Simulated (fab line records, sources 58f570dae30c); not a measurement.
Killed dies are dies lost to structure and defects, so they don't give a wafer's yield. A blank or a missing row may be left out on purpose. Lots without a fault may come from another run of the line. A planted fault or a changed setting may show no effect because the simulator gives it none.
Chamber matching | flow berkeley_cmos170 | UCB170_V1_CMP_02 on cmp-02: 4 sister chambers
The step polishes SiO2. 4 wafers are shown with their chamber, then 9 later ones without.

WAFERS WITH THEIR CHAMBER
wafer  | chamber | motor_current_A (A)
L690.2 | 3       | 14.4
L692.1 | 2       | 16.6
L692.5 | 0       | 18.8
L692.6 | 1       | 13.2

WAFERS WITHOUT THEIR CHAMBER
wafer  | motor_current_A (A)
L695.4 | 18.2
L695.5 | 18.1
L695.6 | 13.9
L700.2 | 13.3
L700.4 | 16.4
L700.6 | 18.3
L702.1 | 17.6
L702.2 | 14.9
L702.5 | 14.9

WHICH CHAMBER EACH WENT THROUGH
wafer  | from the rows above     | in truth
L695.4 | can't be placed: 0 or 2 | 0
L695.5 | can't be placed: 0 or 2 | 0
L695.6 | can't be placed: 3 or 1 | 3
L700.2 | can't be placed: 1 or 3 | 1
L700.4 | 2                       | 2
L700.6 | 0                       | 0
L702.1 | can't be placed: 2 or 0 | 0
L702.2 | 3                       | 3
L702.5 | 3                       | 3
Placed correctly: 4 of 9. Can't be placed from these rows: 5 (the true chamber is among the candidates in 5). Placed wrongly: 0.
How it was worked out, from the rows above alone: a wafer's distance from a chamber is the root of the sum, over the readings, of the square of ((its reading less the chamber's mean) divided by the reading's scatter). The wafer belongs to the nearest chamber; if the next one is less than 2 further off, it can't be placed. A chamber's mean is the mean of its shown wafers. The scatter: with one shown wafer a chamber, the root of the mean of the squares of how far each hidden wafer lies from its nearest shown one.
